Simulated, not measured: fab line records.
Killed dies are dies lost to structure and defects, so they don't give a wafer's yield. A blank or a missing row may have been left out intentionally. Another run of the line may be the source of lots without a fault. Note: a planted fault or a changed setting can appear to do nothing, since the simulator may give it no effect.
Problem report in the 8D (eight disciplines) form, filled by code | flow rit-cmos | the parts of the form that need people (team, actions taken, sign-off) are left out

## 1. WHAT WENT WRONG
Across 9 wafers from 3 lots, PLDD_OVL at RIT_PLDD_OVL_MEAS_06 averages 130.0 nm, while fault-free wafers read -0.7 nm with a standard deviation of 1.2. So: +99 or more standard deviations from the usual mean.
The first sign was on wafer L761.1 at day 4 06:22, on overlay-01. The record has a number at this step for 39 wafers belonging to 13 lots. The rule behind "out" and "out of limits": a value lying over 4 standard deviations away from the usual mean. The other wafers with a number count as sound.

## 2. WHAT IT IS; WHAT IT IS NOT
question                    | is                     | is not
which readings at this step | PLDD_OVL               | -
which lots                  | L761, L763, L765       | L754, L755, L756, L757, L758, L766, L769, L771, L774, L777
which wafers of those lots  | all that have a number | -
read on which gauges        | overlay-01, overlay-02 | -
when                        | from day 4 06:22       | up to then (15 sound wafers); but 15 sound wafers of L766, L769, L771, L774, L777 came after

## 3. WHAT RULES OUT EACH SUSPECT
Counting: a tool at any process step up to the reading remains a suspect when it ran all the lots that are out and ran no sound lot after the first of those.
- the gauge at RIT_PLDD_OVL_MEAS_06 is ruled out. 2 gauges (overlay-01, overlay-02) read the wafers that are out.
- iline-stepper-02 at RIT_PLDD_EXPOSE_03 (exposes mask M8, target cd 40900 nm): kept. It processed each lot that is out, first L761 at day 4 05:58, and no sound lot thereafter; up to then, the last sound lot it processed was L757 at day 3 10:04.
The count leaves iline-stepper-02 at RIT_PLDD_EXPOSE_03.

## 4. THE CAUSE (what the simulator had put in)
Scanner matching overlay: iline-stepper-02, from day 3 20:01 on, at RIT_PLDD_EXPOSE_03. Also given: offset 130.
After counting, this tool was the only one left.

## 5. SEQUENCE OF EFFECTS, ordered by route
One row per reading whose mean, taken over the struck wafers that have a number, lies over 3 standard deviations from the usual. Readings are gone through only where the record gives a usual standard deviation; hours: the median, over the lots, of the time from a lot's start at the first step in this table giving one to that lot's start at this step; sigmas: the change measured in usual standard deviations.
hours | step                 | reading  | usual   | on struck wafers | change | sigmas
0     | RIT_PLDD_OVL_MEAS_06 | PLDD_OVL | -0.7 nm | 130.0            | +130.7 | +99 or more

## 6. WHAT WOULD HAVE CAUGHT IT SOONER
Counted from the fault's start at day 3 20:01, it took 10 hours until the first out-of-limits reading at a measuring or inspecting step in this record, taken at day 4 06:22.
Among the 3 lots that are out, L763, L765 began RIT_PLDD_EXPOSE_03 on iline-stepper-02 after day 4 06:22. A hold on the tool at that time would have spared those 2.
